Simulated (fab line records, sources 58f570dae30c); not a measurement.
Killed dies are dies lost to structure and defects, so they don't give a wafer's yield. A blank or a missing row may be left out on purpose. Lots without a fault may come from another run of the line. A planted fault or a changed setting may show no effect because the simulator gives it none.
One fault seen from 2 desks | flow berkeley_cmos170 | each desk has only its own numbers; what lay behind them comes last

THE METROLOGY DESK
What the gauges read, lot by lot, whatever tool the lot ran on: means of the sampled wafers that have a number. A lot is out of limits, marked OUT, if its mean lies more than 4 standard deviations from the usual mean; the brackets give that distance.
Columns: A = cd_nm at UCB170_V1_CD_MEAS_90, usual 699.3 nm; B = cd_nm at UCB170_M3_CD_MEAS_90, usual 700 nm
lot  | first seen here | A     | B
L457 | day 7 23:04     | 700.4 | 694
L458 | day 9 05:35     | 699.8 | 697
L460 | day 9 05:42     | 697.4 | 706
L459 | day 9 05:49     | 697.1 | 700
L461 | day 9 23:45     | 697.2 | 707
L463 | day 10 01:24    | 697.8 | 709
L464 | day 10 01:26    | 701.2 | 697
L462 | day 10 02:10    | 698.9 | 700
L466 | day 10 23:41    | 699.4 | 695
L467 | day 11 02:43    | 699.3 | 699
L472 | day 11 20:39    | 698.7 | 697
L473 | day 11 22:01    | 702.2 | 699
L476 | day 13 04:59    | 698.1 | 701
This desk's finding: nothing out of limits on any of the 13 lots.

THE TOOL OWNER'S DESK: rie_diel-03
The tool's own readings at UCB170_CONTACT_ETCH_17 (etches BARC in N2/H2): means of the sampled wafers that have a number, for each lot that ran on this tool. A lot is out of limits, marked OUT, if its mean lies more than 4 standard deviations from the usual mean; the brackets give that distance.
Columns: A = chamber_pressure_mTorr at UCB170_CONTACT_ETCH_17, usual 30.000 mTorr; B = drypump_motor_current_A at UCB170_CONTACT_ETCH_17, usual 5.5 A; C = oes_product_au at UCB170_CONTACT_ETCH_17, usual 1.003 a.u.; D = throttle_valve_pct at UCB170_CONTACT_ETCH_17, usual 13.30 %
lot  | first seen here | A      | B   | C     | D
L459 | day 8 19:37     | 30.020 | 6.3 | 1.006 | 13.26
L461 | day 9 16:08     | 30.002 | 6.2 | 1.013 | 13.27
L463 | day 9 17:03     | 30.000 | 5.9 | 1.010 | 13.29
L462 | day 9 18:36     | 29.989 | 5.5 | 1.021 | 13.38
L472 | day 11 13:28    | 29.964 | 5.5 | 1.007 | 13.30
This desk's finding: nothing out of limits on any of the 5 lots.

PUT TOGETHER
The metrology desk saw nothing out of limits.
The tool owner's desk saw nothing out of limits.

WHAT THE SIMULATOR HAD PUT IN
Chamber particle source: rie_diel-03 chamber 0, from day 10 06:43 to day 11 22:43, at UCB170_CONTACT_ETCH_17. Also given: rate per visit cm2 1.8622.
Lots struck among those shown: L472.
